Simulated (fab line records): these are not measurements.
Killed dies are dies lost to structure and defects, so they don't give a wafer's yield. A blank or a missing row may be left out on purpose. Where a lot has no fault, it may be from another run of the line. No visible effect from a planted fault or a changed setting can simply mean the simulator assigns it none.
Comparing a struck lot with a sound one || flow rit-cmos || 14 steps out of a route of 202
Sound: the wafers L839.2, L839.3, L839.6. Wafers struck: L847.1, L847.2, L847.6. The cause comes at the end.
At each step with rows: each side's tool, then ch and its chambers, then its first start. Under that, the readings that differ: sound wafers || struck wafers || difference of the means || sigmas: that difference in standard deviations of wafers without a fault.
alike: words and numbers the same on both sides, and readings whose means are apart by under 2 such deviations; not compared: readings that were withheld, readings missing a value for some wafer, numbers with overlapping values and no deviation given by the record, and bounds like >300 which may hide the same value.
A row with sigmas, a row that says differs or no value, or rows on one side alone: a step with any of these is where the two part. Numbers that don't overlap but have no deviation are shown without sigmas and don't part them. A reading missing from all wafers of one side parts the sides only when that side holds two or more wafers.

first, 2 steps without rows for these wafers: RIT_NWELL_PEB_04; RIT_NWELL_DEVELOP_05 (develop time 68 s).
RIT_NWELL_OVL_MEAS_06:
  sound on overlay-01 at day 3 20:21; struck on overlay-02 at day 5 14:37
  alike: NWELL_OVL
then, 2 steps without rows for these wafers: RIT_NWELL_HARDBAKE_07 (time 120 s); RIT_NWELL_IMPLANT_08.
RIT_NWELL_STRIP_09: strips in O2, time 180 s.
  sound on plasma-asher-01 ch 1, day 3 20:47; struck on plasma-asher-04 ch 0,1, day 5 15:02
  alike: drypump-motor-current-A
  not compared: rf-hours-counter-h
RIT_NWELL_TW_MEAS_10:
  sound on film-metro-02 at day 3 20:58; struck on film-metro-03 at day 5 15:13
  alike: NWELL_TW
then, 2 steps without rows for these wafers: RIT_PWELL_HMDS_00 (prime time 60 s); RIT_PWELL_COAT_01 (resist thk 1300 nm).
RIT_PWELL_SOFTBAKE_02: time 61.68 s.
  sound on litho-track-01 ch 0, day 3 21:22; struck on litho-track-03 ch 0, day 5 15:35
{"reading": "chill-plate-temp-C (C)", "sound": "22.74 22.81 22.96", "struck": "23.15 22.99 23.08", "difference": "+0.24", "sigmas": "+2"}
  alike: plate-sensor-t-centre-C, plate-sensor-t-edge-C
then, 2 steps without rows for these wafers: RIT_PWELL_EXPOSE_03 (exposes mask M3, target cd 43700 nm); RIT_PWELL_PEB_04.
RIT_PWELL_DEVELOP_05: develop time 68 s.
  sound on litho-track-01 ch 0, day 3 21:00; struck on litho-track-01, day 5 16:00
  no value came back on the struck wafers for chill-plate-temp-C (C), develop-time-s (s); on the sound wafers chill-plate-temp-C (C) reads 22.94 22.97 22.98
RIT_PWELL_OVL_MEAS_06:
  sound on overlay-02 at day 3 21:55; struck on overlay-02 at day 5 16:15
{"reading": "PWELL_OVL (nm)", "sound": "0.3 1.3 -0.5", "struck": "- - -", "difference": "no value on the struck wafers", "sigmas": ""}

WHERE THEY PART
At RIT_PWELL_SOFTBAKE_02 first; at RIT_PWELL_OVL_MEAS_06 last (within this record only).

WHY: the cause the simulator had injected
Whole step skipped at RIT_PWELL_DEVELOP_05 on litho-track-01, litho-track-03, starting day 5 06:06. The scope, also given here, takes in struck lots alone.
